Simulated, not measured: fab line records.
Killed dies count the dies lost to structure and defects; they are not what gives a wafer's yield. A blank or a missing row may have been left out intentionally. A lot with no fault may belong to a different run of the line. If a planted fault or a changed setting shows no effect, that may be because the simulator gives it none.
fab line records	flow berkeley-cmos170
[record] lots = 14	wafers = 42	last-day = 12
route steps=331 shown M1@240 V2@292 M3@326
lots that met no fault: taken from a fault-free run of the same line
start-h: the number of hours between the record's first day and the start of the first shown wafer of the lot	wait-h: time in hours since the lot's previous step	" identical to the entry in the row above	L1.1+2: one row covering several wafers at once	- either no value or no given start	* or withheld: withheld	< > ~ a bound
route shown NAME@n: NAME is a module with steps in the file, n the number in the route of the first one	usual: the fault-free wafers' mean and standard deviation	same: alike in all rows	chamber/n: place in a boat	sites: the reading at each site	_std_site: their standard deviation	_edge_site: inner sites' mean taken away from outer sites' mean	radius-mm: how far each site lies from the wafer's centre	mask NAME#n: copy n	behind: the most recent tool/chamber to have shaped the wafer	hold: what put the lot on hold/how long, in hours/how the hold closed	device: which transistor (n, p or np) failed to switch	end of line: tests of these same wafers at the route's end	a step given without rows: its recipe and nothing more	killed: count of dies lost to structure and defects at first sort (not the wafer's yield)	map: shows each die of a wafer: x if killed, . if not, _ if none is there
set.NAME: the setting that was run; set.NAME@STEP: the one run at that earlier step	model.NAME: the simulator's own value behind a step, which no gauge read
the route's steps for a sample of lots (tables are steps, rows are wafers)
services: from which hour (start-h, from the record's first day; less than 0 if before it) a tool's chamber was out of use, for how many hours, and why
[[steps]]
[step UCB170_M1_THK_MEAS_02]
[recipe] thk-meas-gauge = xrf	reads = Al_of_M1_SPUTTER_00
[usual] M1_AL_THK = 610/6.1
lot.wafer	tool	chamber	start-h	wait-h	M1_AL_THK[nm]
L117.2	film-metro-01	-	155.58	0.1	617
L117.3	"	-	"	"	616
L117.6	"	-	"	"	615
L118.1	film-metro-02	-	155.76	0.1	605
L118.4	"	-	"	"	604
L118.5	"	-	"	"	605
L120.1	film-metro-01	-	160.92	0.1	598
L120.2	"	-	"	"	606
L120.5	"	-	"	"	603
L119.2	film-metro-03	-	162.73	0.1	616
L119.4	"	-	"	"	611
L119.5	"	-	"	"	614
L121.3	film-metro-03	-	175.66	0.1	617
L121.4	"	-	"	"	613
L121.5	"	-	"	"	618
L123.1	film-metro-01	-	187.51	0.1	596
L123.4	"	-	"	"	595
L123.5	"	-	"	"	601
L129.3	film-metro-02	-	214.92	0.1	602
L129.4	"	-	"	"	600
L129.5	"	-	"	"	597
L130.1	film-metro-03	-	220.55	0.1	611
L130.2	"	-	"	"	610
L130.3	"	-	"	"	606
L131.2	film-metro-02	-	233.09	0.1	613
L131.3	"	-	"	"	612
L131.6	"	-	"	"	604
L134.1	film-metro-01	-	247.00	0.1	616
L134.4	"	-	"	"	615
L134.5	"	-	"	"	619
L136.1	film-metro-02	-	247.80	0.1	612
L136.2	"	-	"	"	614
L136.6	"	-	"	"	613
L139.2	film-metro-02	-	256.76	0.1	599
L139.3	"	-	"	"	608
L139.4	"	-	"	"	606
L138.1	film-metro-01	-	259.93	0.1	608
L138.3	"	-	"	"	608
L138.5	"	-	"	"	604
L140.2	film-metro-03	-	262.20	0.1	611
L140.3	"	-	"	"	616
L140.6	"	-	"	"	612
[step UCB170_V2_CVD_00]
[recipe] material = SiO2	target-thk-nm = 2000	temp-c = 390	precursor = TEOS/O2	time-s = 250	rf-w = 550	pressure-mtorr = 9000
[usual] heater-power-w = 260/65
lot.wafer	tool	chamber	start-h	wait-h	heater-power-w
L117.2	pecvd-02	2	168.49	0.1	242
L117.3	"	1	"	"	182
L117.6	"	0	"	"	281
L118.1	pecvd-02	1	168.81	0.1	189
L118.4	"	0	"	"	195
L118.5	"	2	"	"	312
L120.1	pecvd-04	1	174.29	0.1	266
L120.2	"	0	"	"	270
L120.5	"	0	"	"	253
L119.2	pecvd-03	2	174.35	0.1	230
L119.4	"	0	"	"	433
L119.5	"	1	"	"	248
L121.3	pecvd-03	2	191.61	0.1	300
L121.4	"	0	"	"	319
L121.5	"	2	"	"	214
L123.1	pecvd-03	0	199.20	0.1	377
L123.4	"	2	"	"	218
L123.5	"	0	"	"	328
L129.3	pecvd-04	0	228.62	0.1	249
L129.4	"	1	"	"	215
L129.5	"	2	"	"	284
L130.1	pecvd-03	0	234.17	0.1	359
L130.2	"	1	"	"	232
L130.3	"	2	"	"	255
L131.2	pecvd-02	0	245.74	0.1	208
L131.3	"	2	"	"	253
L131.6	"	2	"	"	297
L134.1	pecvd-02	1	259.62	0.1	223
L134.4	"	1	"	"	155
L134.5	"	2	"	"	292
L136.1	pecvd-04	0	260.45	0.1	251
L136.2	"	1	"	"	290
L136.6	"	2	"	"	275
L139.2	pecvd-04	1	269.61	0.1	245
L139.3	"	2	"	"	362
L139.4	"	1	"	"	305
L138.1	pecvd-04	2	273.75	0.1	324
L138.3	"	0	"	"	231
L138.5	"	0	"	"	172
L140.2	pecvd-02	2	274.03	0.1	285
L140.3	"	0	"	"	258
L140.6	"	1	"	"	151
[step UCB170_V2_THK_MEAS_01]
[recipe] reads = SiO2_of_V2_CVD_00
[usual] V2_TEOS_THK = 2007/25
lot.wafer	tool	chamber	start-h	wait-h	V2_TEOS_THK[nm]
L117.2	film-metro-01	-	168.65	0.1	2021
L117.3	"	-	"	"	2025
L117.6	"	-	"	"	2032
L118.1	film-metro-01	-	168.97	0.1	2012
L118.4	"	-	"	"	2031
L118.5	"	-	"	"	2022
L119.2	film-metro-04	-	174.52	0.1	1962
L119.4	"	-	"	"	2003
L119.5	"	-	"	"	1993
L120.1	film-metro-03	-	174.52	0.2	1968
L120.2	"	-	"	"	1976
L120.5	"	-	"	"	1985
L121.3	film-metro-01	-	191.79	0.1	1978
L121.4	"	-	"	"	2023
L121.5	"	-	"	"	2009
L123.1	film-metro-04	-	199.35	0.1	2294
L123.4	"	-	"	"	2010
L123.5	"	-	"	"	2316
L129.3	film-metro-01	-	228.80	0.1	1993
L129.4	"	-	"	"	2032
L129.5	"	-	"	"	2016
L130.1	film-metro-03	-	234.33	0.1	2277
L130.2	"	-	"	"	1978
L130.3	"	-	"	"	1962
L131.2	film-metro-01	-	245.91	0.1	2001
L131.3	"	-	"	"	1972
L131.6	"	-	"	"	2014
L134.1	film-metro-03	-	259.85	0.2	2041
L134.4	"	-	"	"	2073
L134.5	"	-	"	"	2063
L136.1	film-metro-03	-	260.61	0.1	1983
L136.2	"	-	"	"	1967
L136.6	"	-	"	"	2013
L139.2	film-metro-03	-	269.78	0.1	1975
L139.3	"	-	"	"	1965
L139.4	"	-	"	"	1998
L138.1	film-metro-04	-	273.91	0.1	2008
L138.3	"	-	"	"	2000
L138.5	"	-	"	"	2061
L140.2	film-metro-01	-	274.20	0.1	2007
L140.3	"	-	"	"	2018
L140.6	"	-	"	"	2044
[step UCB170_V2_CD_MEAS_90]
[recipe] target-cd-nm = 700
[usual] cd-nm = 700.0/1.2
lot.wafer	tool	chamber	start-h	wait-h	cd-nm
L117.2	cd-sem-01	-	170.94	0.1	700.0
L117.3	"	-	"	"	700.4
L117.6	"	-	"	"	701.2
L118.1	cd-sem-01	-	171.15	0.1	700.1
L118.4	"	-	"	"	699.1
L118.5	"	-	"	"	699.5
L119.2	cd-sem-02	-	177.60	0.3	700.8
L119.4	"	-	"	"	701.1
L119.5	"	-	"	"	698.2
L120.1	cd-sem-02	-	178.38	0.1	701.3
L120.2	"	-	"	"	701.3
L120.5	"	-	"	"	700.2
L121.3	cd-sem-01	-	194.51	0.1	699.9
L121.4	"	-	"	"	699.9
L121.5	"	-	"	"	701.4
L123.1	cd-sem-02	-	201.53	0.1	697.9
L123.4	"	-	"	"	698.9
L123.5	"	-	"	"	698.1
L129.3	cd-sem-01	-	231.02	0.1	700.2
L129.4	"	-	"	"	700.2
L129.5	"	-	"	"	700.7
L130.1	cd-sem-01	-	236.64	0.1	701.0
L130.2	"	-	"	"	700.3
L130.3	"	-	"	"	699.3
L131.2	cd-sem-01	-	248.86	0.1	698.8
L131.3	"	-	"	"	699.3
L131.6	"	-	"	"	697.2
L134.1	cd-sem-01	-	262.02	0.1	700.3
L134.4	"	-	"	"	699.7
L134.5	"	-	"	"	698.5
L136.1	cd-sem-01	-	262.81	0.1	700.4
L136.2	"	-	"	"	699.9
L136.6	"	-	"	"	700.4
L139.2	cd-sem-01	-	272.15	0.1	699.0
L139.3	"	-	"	"	698.8
L139.4	"	-	"	"	699.5
L138.1	cd-sem-02	-	276.37	0.1	700.2
L138.3	"	-	"	"	698.3
L138.5	"	-	"	"	698.3
L140.2	cd-sem-02	-	276.66	0.1	702.1
L140.3	"	-	"	"	701.2
L140.6	"	-	"	"	699.7
[step UCB170_M3_ETCH_17]
[recipe] chemistry = N2/H2	target-depth-a = withheld	overetch-a = withheld	target = BARC	time-s = withheld	source-w = 500	bias-w = 100	pressure-mtorr = 30	n2-flow-sccm = 100	h2-flow-sccm = 200
[usual] drypump-motor-current-A = 5.5/0.43	oes-product-au = 1.002/0.018	throttle-valve-pct = 13.30/0.15
lot.wafer	tool	chamber	start-h	wait-h	drypump-motor-current-A	oes-product-au	throttle-valve-pct
L117.2	rie-diel-02	0	173.23	0.0	5.0	1.002	13.03
L117.3	"	3	"	"	5.5	0.981	13.20
L117.6	"	3	"	"	5.5	0.977	13.18
L118.1	rie-diel-03	0	173.78	0.0	5.4	1.008	13.13
L118.4	"	3	"	"	5.1	1.043	13.30
L118.5	"	0	"	"	5.4	1.002	13.13
L119.2	rie-diel-03	2	179.95	0.0	5.4	0.989	13.55
L119.4	"	1	"	"	6.2	1.026	13.38
L119.5	"	2	"	"	5.4	0.985	13.56
L120.1	rie-diel-04	1	181.16	0.0	5.3	0.976	13.36
L120.2	"	2	"	"	6.6	0.991	13.44
L120.5	"	0	"	"	5.2	0.979	13.42
L121.3	rie-diel-02	0	197.54	0.0	5.0	0.995	13.05
L121.4	"	2	"	"	5.9	1.013	13.34
L121.5	"	0	"	"	5.1	0.993	13.05
L123.1	rie-diel-04	1	207.32	0.0	5.3	0.965	13.38
L123.4	"	0	"	"	5.2	0.963	13.42
L123.5	"	2	"	"	6.6	0.996	13.44
L129.3	rie-diel-04	2	233.45	0.0	6.6	1.002	13.45
L129.4	"	0	"	"	5.2	0.969	13.41
L129.5	"	1	"	"	5.3	0.970	13.38
L130.1	rie-diel-03	2	239.40	0.0	5.4	1.003	13.55
L130.2	"	3	"	"	5.1	1.029	13.28
L130.3	"	0	"	"	5.5	0.992	13.13
L131.2	rie-diel-04	0	251.70	0.0	5.2	0.963	13.43
L131.3	"	3	"	"	5.2	0.999	13.41
L131.6	"	1	"	"	5.3	0.963	13.39
L136.1	rie-diel-02	3	266.17	0.0	5.5	1.025	13.18
L136.2	"	1	"	"	5.4	1.001	13.23
L136.6	"	0	"	"	5.0	1.014	13.05
L134.1	rie-diel-02	0	266.70	0.0	5.0	1.009	13.07
L134.4	"	3	"	"	5.5	1.023	13.19
L134.5	"	2	"	"	6.0	1.020	13.33
L139.2	rie-diel-04	1	274.89	0.0	5.3	0.975	13.38
L139.3	"	0	"	"	5.2	0.978	13.41
L139.4	"	3	"	"	5.2	0.987	13.40
L138.1	rie-diel-02	3	282.20	0.0	5.5	1.021	13.17
L138.3	"	2	"	"	5.9	1.009	13.33
L138.5	"	3	"	"	5.5	1.019	13.18
L140.2	rie-diel-03	3	282.39	0.0	5.0	1.031	13.28
L140.3	"	2	"	"	5.4	0.990	13.56
L140.6	"	2	"	"	5.4	0.998	13.57
[[services]]
tool	chamber	start-h	hours	kind
pecvd-04	-	160.07	11.3	repair
pecvd-04	2	170.85	17.2	repair
rie-diel-03	1	176.01	3.8	repair
rie-diel-02	3	188.18	9.8	repair
rie-diel-03	1	188.50	4.7	repair
pecvd-02	-	192.79	5.5	pm
pecvd-04	2	196.51	7.1	repair
pecvd-04	0	208.29	12.7	repair
pecvd-03	-	216.86	2.8	pm
rie-diel-04	3	217.79	7.2	repair
rie-diel-02	3	222.04	-	clean
rie-diel-02	3	222.04	20.6	scheduled-down
rie-diel-02	3	222.04	20.6	vent-cycle
rie-diel-04	2	233.83	-	clean
rie-diel-04	2	233.83	24.1	scheduled-down
rie-diel-04	2	233.83	24.1	vent-cycle
pecvd-04	-	242.50	14.0	pm
pecvd-04	0	242.50	14.0	vent-cycle
pecvd-04	1	242.50	14.0	vent-cycle
pecvd-04	2	242.50	14.0	vent-cycle
rie-diel-02	1	249.88	3.9	repair
pecvd-04	0	256.50	-	clean
pecvd-02	0	256.82	6.3	repair
rie-diel-04	-	264.89	2.2	repair
[[key]]
[first-sign] step = UCB170_V2_THK_MEAS_01	reading = V2_TEOS_THK	direction = up	sigmas = 11	usual = 2007	struck = 2296
effect none on later readings
met-at UCB170_V2_CVD_00
struck-lots L123,L130
struck-wafers L123.1,L123.5,L130.1
not-acting-at UCB170_M1_THK_MEAS_02,UCB170_V2_CD_MEAS_90,UCB170_M3_ETCH_17
onset-between 191.61 199.20
[fault] kind = process-parameter-drift	tool = pecvd-03	chamber = 0	onset-h = 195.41	steps = UCB170_V2_CVD_00	channel = target-thk-nm	offset = 297.77	shape = step	end-h = 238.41	acts-in = these-recipes-only	stated = 2000
